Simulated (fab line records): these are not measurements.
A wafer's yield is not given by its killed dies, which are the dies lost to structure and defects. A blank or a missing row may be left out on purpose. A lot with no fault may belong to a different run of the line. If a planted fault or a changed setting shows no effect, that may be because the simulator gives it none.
The tool behind it: which one? | flow berkeley cmos170 | 15 lots with 45 wafers sampled at 2 steps, on a route of 331 steps

== WHAT EACH GAUGE READ, for each wafer ==
UCB170_SCREENOX_THK_MEAS_02. Usual: SCREENOX_OXIDE_THK gives 14.36 nm (standard deviation 0.25).
lot  | measured     | on            | SCREENOX_OXIDE_THK (nm) | flag
L231 | day 6 16:14  | film metro-01 | 14.35 14.20 14.56       |
L232 | day 6 16:14  | film metro-04 | 14.37 14.32 14.31       |
L230 | day 6 21:52  | film metro-02 | 14.53 14.69 14.29       |
L233 | day 6 21:52  | film metro-04 | 14.16 14.38 14.35       |
L239 | day 8 08:17  | film metro-04 | 14.35 13.92 14.08       |
L241 | day 8 18:47  | film metro-01 | 14.68 14.54 14.22       |
L242 | day 8 18:42  | film metro-04 | 14.32 14.67 14.38       |
L240 | day 8 18:39  | film metro-04 | 14.43 14.21 14.42       |
L243 | day 8 18:47  | film metro-04 | 14.43 14.36 14.40       |
L244 | day 9 09:25  | film metro-01 | 14.58 14.44 14.62       |
L245 | day 9 16:07  | film metro-04 | 14.30 14.33 14.37       |
L246 | day 9 16:08  | film metro-02 | 14.16 14.38 14.17       |
L249 | day 10 21:49 | film metro-02 | 14.42 14.35 14.18       |
L250 | day 11 05:13 | film metro-02 | 14.31 14.28 14.35       |
L252 | day 11 15:12 | film metro-02 | 14.48 14.41 14.46       |

== EACH LOT AND THE TOOL THAT RAN IT (in order: tool; ch and the chambers of the sampled wafers; start) ==
lot  | UCB170_PFIELD_STRIP_08
L231 | plasma asher-02 ch 0,1, day 5 11:07
L232 | plasma asher-02 ch 0,1, day 5 11:13
L230 | plasma asher-04 ch 0,1, day 5 11:24
L233 | plasma asher-02 ch 0,1, day 5 17:49
L239 | plasma asher-02 ch 0,1, day 6 23:37
L241 | plasma asher-02 ch 0,1, day 7 06:05
L242 | plasma asher-04 ch 0,1, day 7 06:20
L240 | plasma asher-02 ch 0,1, day 7 06:38
L243 | plasma asher-03 ch 0,1, day 7 14:55
L244 | plasma asher-02 ch 0,1, day 8 02:20
L245 | plasma asher-03 ch 0,1, day 8 07:32
L246 | plasma asher-03 ch 0,1, day 8 11:26
L249 | plasma asher-04 ch 0, day 9 10:49
L250 | plasma asher-03 ch 0,1, day 9 17:17
L252 | plasma asher-04 ch 0,1, day 10 06:10
- UCB170_PFIELD_STRIP_08: strips in O2.

== WHAT THE TOOLS THEMSELVES READ (means of the sampled wafers that have a number; where no wafer has one, the mark that the record gives instead) ==
UCB170_PFIELD_STRIP_08. Usual: drypump motor current A 5.6 A, standard deviation 0.41; oes product au 0.735 a.u., standard deviation 0.0039; strip time to endpoint s 21.64 s, standard deviation 0.068.
lot  | tool            | drypump motor current A (A) | oes product au (a.u.) | strip time to endpoint s (s) | flag
L231 | plasma asher-02 | 5.5                         | 0.734                 | 21.65                        |
L232 | plasma asher-02 | 5.8                         | 0.736                 | 21.64                        |
L230 | plasma asher-04 | 5.1                         | 0.734                 | 21.69                        |
L233 | plasma asher-02 | 5.8                         | 0.739                 | 21.61                        |
L239 | plasma asher-02 | 5.5                         | 0.736                 | 21.61                        |
L241 | plasma asher-02 | 5.8                         | 0.732                 | 21.74                        |
L242 | plasma asher-04 | 5.1                         | 0.733                 | 21.69                        |
L240 | plasma asher-02 | 5.5                         | 0.731                 | 21.53                        |
L243 | plasma asher-03 | 5.7                         | 0.734                 | 21.70                        |
L244 | plasma asher-02 | 5.5                         | 0.733                 | 21.64                        |
L245 | plasma asher-03 | 5.7                         | 0.737                 | 21.67                        |
L246 | plasma asher-03 | 5.7                         | 0.737                 | 21.71                        |
L249 | plasma asher-04 | 5.0                         | 0.732                 | 21.66                        |
L250 | plasma asher-03 | 5.7                         | 0.733                 | 21.49                        |
L252 | plasma asher-04 | 5.1                         | 0.732                 | 21.71                        |

== THE ANSWER, worked out from the rows above alone ==
Rule: a lot is off if the mean of its wafers that have a number lies more than 3 standard deviations from the usual mean. A lot without any number at a reading at which 4 lots or more have one is off too. Where the step has rows for the other lots, those lots are counted as sound. Order of review: gauges by route order, followed by the tools' own readings, for which a lot's mean as printed above is used. The first step at which some lot is off is used, and at that step the reading that is off furthest; a lot without a number counts as furthest.
None of the lots is off at any reading shown; this tells nothing.

== WHAT THE SIMULATOR HAD INSERTED ==
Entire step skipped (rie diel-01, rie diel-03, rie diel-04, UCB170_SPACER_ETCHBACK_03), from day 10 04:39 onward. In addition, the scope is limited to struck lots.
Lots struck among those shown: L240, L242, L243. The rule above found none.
